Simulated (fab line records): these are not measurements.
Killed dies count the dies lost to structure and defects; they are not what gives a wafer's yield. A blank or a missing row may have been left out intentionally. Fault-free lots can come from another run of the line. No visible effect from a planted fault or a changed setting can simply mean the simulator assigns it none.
Struck lot and sound lot, side by side -- flow rit cmos -- 18 out of 202 route steps
Sound: the wafers L556.2, L556.4, L556.6. The struck wafers were L566.2, L566.3, L566.5. At the end, the cause is stated.
Per side, at each step with rows, come the tool, then ch with its chambers, and then its first start. Under that, the readings that differ: sound wafers -- struck wafers -- difference of the means -- sigmas: that difference in standard deviations of wafers without a fault.
alike: words and numbers the same on both sides, and readings whose means are apart by under 2 such deviations; not compared: readings that were withheld, readings missing a value for some wafer, numbers with overlapping values and no deviation given by the record, and bounds like >300 which may hide the same value.
Wherever a step has rows on one side only, a row that says differs or no value, or a row with sigmas, the two part there. When numbers do not overlap yet have no deviation, they are printed without sigmas and do not part them. A reading missing from all wafers of one side parts the sides only when that side holds two or more wafers.

RIT_M1_SPUTTER_00: material Al, target thk 400 nm, time 500 s.
  sound on pvd sputter-04 at day 3 08:38; struck on pvd sputter-04 at day 5 06:35
  alike: throttle valve pct
RIT_M1_RS_MEAS_01: measures by four-point-probe.
  sound on film metro-02 at day 3 08:56; struck on film metro-01 at day 5 06:53
  alike: M1_AL_RS
RIT_M1_THK_MEAS_02: measures by xrf.
  sound on film metro-02 at day 3 09:03; struck on film metro-01 at day 5 07:00
  alike: M1_AL_THK
then, 6 steps without rows for these wafers: RIT_M1_HMDS_03 (prime time 60 s); RIT_M1_COAT_04 (resist thk 1300 nm); RIT_M1_SOFTBAKE_05 (time 60 s); RIT_M1_EXPOSE_06 (exposes mask M12, target cd 2600 nm); RIT_M1_PEB_07; RIT_M1_DEVELOP_08 (develop time 68 s).
RIT_M1_CD_MEAS_09: the cd target is 2600 nm.
  sound on cd sem-01 at day 3 10:19; struck on cd sem-02 at day 5 08:05
reading,sound,struck,difference,sigmas
cd nm (nm),2595.7 2595.3 2596.8,2603.9 2604.6 2603.6,+8.1,+4
RIT_M1_OVL_MEAS_10:
  sound on overlay-02 at day 3 10:25; struck on overlay-02 at day 5 08:11
  alike: M1_OVL
then, 1 step without rows for these wafers: RIT_M1_HARDBAKE_11 (time 120 s).
RIT_M1_METAL_ETCH_12: etches Al in Cl2/BCl3, stops on SiO2, time 165 s, target depth 600 nm.
  sound on rie metal-02 ch 0,1, day 3 10:42; struck on rie metal-01 ch 0,1, day 5 08:28
reading,sound,struck,difference,sigmas
rf fwd power W (W),248.7 249.7 246.9,425.1 423.0 424.0,+175.6,+99 or more
model.NOVOLAK_of_M1_COAT_04.thk nm (nm),799 802.1 812.5,571.3 579.7 571.6,-230.3,
model.M1.cd nm (nm),2594 2594 2597,2559 2560 2559,-36,
model.M1.feature depth nm (nm),440.1 434.2 441.6,464.3 463.6 466.8,+26.3,
  alike: drypump motor current A, oes product au, throttle valve pct
  not compared: rf hours counter h
then, 1 step without rows for these wafers: RIT_M1_STRIP_13 (strips in nmp, time 600 s).
RIT_M1_STRIP_14: strips in O2, time 186.3 s.
  sound on plasma asher-03 ch 0, day 3 11:02; struck on plasma asher-04 ch 1, day 5 08:48
  alike: drypump motor current A
  not compared: rf hours counter h
RIT_M1_CD_MEAS_90: the cd target is 2600 nm.
  sound on cd sem-01 at day 3 11:14; struck on cd sem-01 at day 5 09:00
reading,sound,struck,difference,sigmas
cd nm (nm),2593.3 2594.3 2597.2,2558.6 2560.6 2559.3,-35.4,-12
then, 1 step without rows for these wafers: RIT_M1_ANNEAL_15 (time 1800 s).
RIT_M1_PROBE_99:
  sound on prober-01 at day 3 13:00; struck on prober-02 at day 5 10:46
reading,sound,struck,difference,sigmas
model.etest.m1.width nm (nm),2596 2586 2600,2554 2562 2561,-35,
model.etest.antenna m1.gate log10 a cm2,-6.567 -6.461 -6.741,-3.147 -3.769 -3.422,+3.144,
model.etest.antenna m1.vt shift v (V),-0.01015 -0.01673 -0.01244,-0.1001 -0.09816 -0.09491,-0.0846,
  alike: defect limited yield, killed at contacts, killed at front end, killed dies, killed open, killed short, sort_bin_3_pad_short, sort_bin_5_function, sort_bin_6_memory, sort n pass, sort yield pct

== WHERE THEY PART ==
Last at RIT_M1_CD_MEAS_90 as far as this record goes, first at RIT_M1_CD_MEAS_09. Later steps at which nothing parts them and some readings are alike: RIT_M1_PROBE_99.

WHY: the cause the simulator had injected
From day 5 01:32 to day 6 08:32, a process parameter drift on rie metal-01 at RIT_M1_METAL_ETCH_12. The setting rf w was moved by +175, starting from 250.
